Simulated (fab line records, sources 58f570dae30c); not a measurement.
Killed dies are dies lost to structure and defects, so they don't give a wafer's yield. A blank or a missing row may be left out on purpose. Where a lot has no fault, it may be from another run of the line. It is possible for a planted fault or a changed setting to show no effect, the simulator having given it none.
Problem report in the 8D (eight disciplines) form, filled by code ; flow berkeley cmos170 ; the parts of the form that need people (team, actions taken, sign-off) are left out

## 1. THE PROBLEM
Mean of run length s at UCB170_M2_SOFTBAKE_06: 106.32 s across 9 wafers in 3 lots; on wafers with no fault it is 89.12 s (standard deviation 0.12). So: +99 or more standard deviations from the usual mean.
The step: time 60 s.
First observed at day 12 04:07: wafer L160.1, on litho track-01. Wafers with a number at this step in the record: 45, from 15 lots. Rule for "out", or "out of limits": more than 4 standard deviations from the usual mean. All remaining wafers that have a number are taken as sound.

## 2. WHAT IT IS AND WHAT IT IS NOT
question;is;is not
which readings at this step;run length s;heater power total W
which lots;L159, L160, L161;L147, L148, L149, L150, L151, L152, L155, L157, L158, L164, L165, L166
which wafers of those lots;all that have a number;-
read on which tools;litho track-01;litho track-03, litho track-04
when;from day 12 04:07;"up to then (27 sound wafers); but 9 sound wafers of L164, L165, L166 came after"

## 3. THE SUSPECTS, EACH WITH WHAT RULES IT OUT
Counting: a tool at a process step up to the reading stays a suspect if it ran every lot that is out and no sound lot after the first of them.
- litho track-01 at UCB170_M2_SOFTBAKE_06 (time 60 s): kept. Every lot that is out went through it, starting with L160 (day 12 04:07), and after that it ran no sound lot; the last sound lot it ran before then is L155 (day 11 11:44). Its own run length s readings are out on those wafers.
After counting, what remains is litho track-01 at UCB170_M2_SOFTBAKE_06.

## 4. THE CAUSE (what the simulator had put in)
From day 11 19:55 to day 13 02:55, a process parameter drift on litho track-01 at UCB170_M2_SOFTBAKE_06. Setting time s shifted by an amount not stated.
This tool alone remained once counting was done.

## 5. THE CHAIN OF EFFECTS, in route order
Each row: a reading where the mean over the struck wafers with a number is more than 3 standard deviations away from the usual. Readings are gone through only where the record gives a usual standard deviation; hours: the median, over the lots, of the time from a lot's start at the first step in this table giving one to that lot's start at this step; sigmas: the change measured in usual standard deviations.
hours;step;reading;usual;on struck wafers;change;sigmas
0;UCB170_M2_SOFTBAKE_06;run length s;89.12 s;106.32;+17.20;+99 or more
The process steps in it:
- UCB170_M2_SOFTBAKE_06: time 60 s.

## 6. WHAT WOULD HAVE CAUGHT IT SOONER
In this record the first reading out of limits was taken at day 12 04:07, 8 hours after the fault began at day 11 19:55.
